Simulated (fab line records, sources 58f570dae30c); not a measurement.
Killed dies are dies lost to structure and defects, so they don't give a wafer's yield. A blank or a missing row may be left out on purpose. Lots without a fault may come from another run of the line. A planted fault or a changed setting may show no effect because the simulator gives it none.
Problem report in the 8D (eight disciplines) form, filled by code | flow berkeley_cmos170 | the parts of the form that need people (team, actions taken, sign-off) are left out

1. THE PROBLEM
PFIELD_TW at UCB170_PFIELD_TW_MEAS_09 reads a mean of 547 on 6 wafers of 2 lots; wafers without a fault read 597 with a standard deviation of 5.6. That is -8.9 standard deviations from the usual mean.
First seen on wafer L161.3, day 6 18:46, on film_metro-04. The record holds 39 wafers of 13 lots with a number at this step. Rule for "out", or "out of limits": more than 4 standard deviations from the usual mean. The other wafers with a number count as sound.

2. WHAT IT IS AND WHAT IT IS NOT
question                    | is                           | is not
which readings at this step | PFIELD_TW                    | -
which lots                  | L161, L162                   | L149, L150, L151, L152, L153, L154, L156, L157, L158, L171, L172
which wafers of those lots  | all that have a number       | -
read on which gauges        | film_metro-03, film_metro-04 | film_metro-02
when                        | from day 6 18:46             | up to then (27 sound wafers); but 6 sound wafers of L171, L172 came after

3. SUSPECTS, AND WHAT RULES EACH OUT
Counting: a tool at a process step up to the reading stays a suspect if it ran every lot that is out and no sound lot after the first of them.
- the gauge at UCB170_PFIELD_TW_MEAS_09: ruled out. The wafers that are out were read on 2 gauges (film_metro-03, film_metro-04).
- implanter-01 at UCB170_PFIELD_IMPLANT_07: kept. It ran every lot that is out, first L161 (day 6 18:33), and no sound lot after that; its last sound lot up to then is L157 (day 5 22:07). Its own readings are out on those wafers: dose_ions_cm2, faraday_current_uA.
Left after counting: implanter-01 at UCB170_PFIELD_IMPLANT_07.

4. THE CAUSE (what the simulator had put in)
Process parameter drift: implanter-01, from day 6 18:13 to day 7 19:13, at UCB170_PFIELD_IMPLANT_07. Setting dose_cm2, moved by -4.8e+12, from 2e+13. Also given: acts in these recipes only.
Counting left only this tool.

5. THE CHAIN OF EFFECTS, in route order
Each row: a reading whose mean over the struck wafers that have a number lies more than 3 standard deviations from the usual. Only readings for which the record gives a usual standard deviation are gone through. hours: the time from each lot's start at the first step in this table that gives one to its start at this step, as a median over the lots. sigmas: the change in usual standard deviations.
hours | step                     | reading            | usual | on struck wafers | change | sigmas
0     | UCB170_PFIELD_IMPLANT_07 | dose_ions_cm2      | 2e+13 | 2e+13            | -5e+12 | -99 or more
0     | UCB170_PFIELD_IMPLANT_07 | faraday_current_uA | 63.4  | 48.1             | -15.3  | -13
0     | UCB170_PFIELD_TW_MEAS_09 | PFIELD_TW          | 597   | 547              | -50    | -8.9
The process steps in it:
- UCB170_PFIELD_IMPLANT_07
Later measuring or inspecting steps at which every struck wafer that the step has a row for has a number for every such reading, and none has moved that far: UCB170_SACOX_THK_MEAS_02, UCB170_SCREENOX_THK_MEAS_02.

6. WHAT WOULD HAVE CAUGHT IT SOONER
In this record the first reading out of limits at a measuring or inspecting step was taken at day 6 18:46, 1 hour after the fault began at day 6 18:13.
The tool's own readings at UCB170_PFIELD_IMPLANT_07 were out on every struck wafer that the step has a row for (dose_ions_cm2, faraday_current_uA): an alarm limit on them would have fired on the first of those.
Of the lots that are out (2), L162 began UCB170_PFIELD_IMPLANT_07 on implanter-01 after day 6 18:46. A hold on the tool at that time would have spared it.
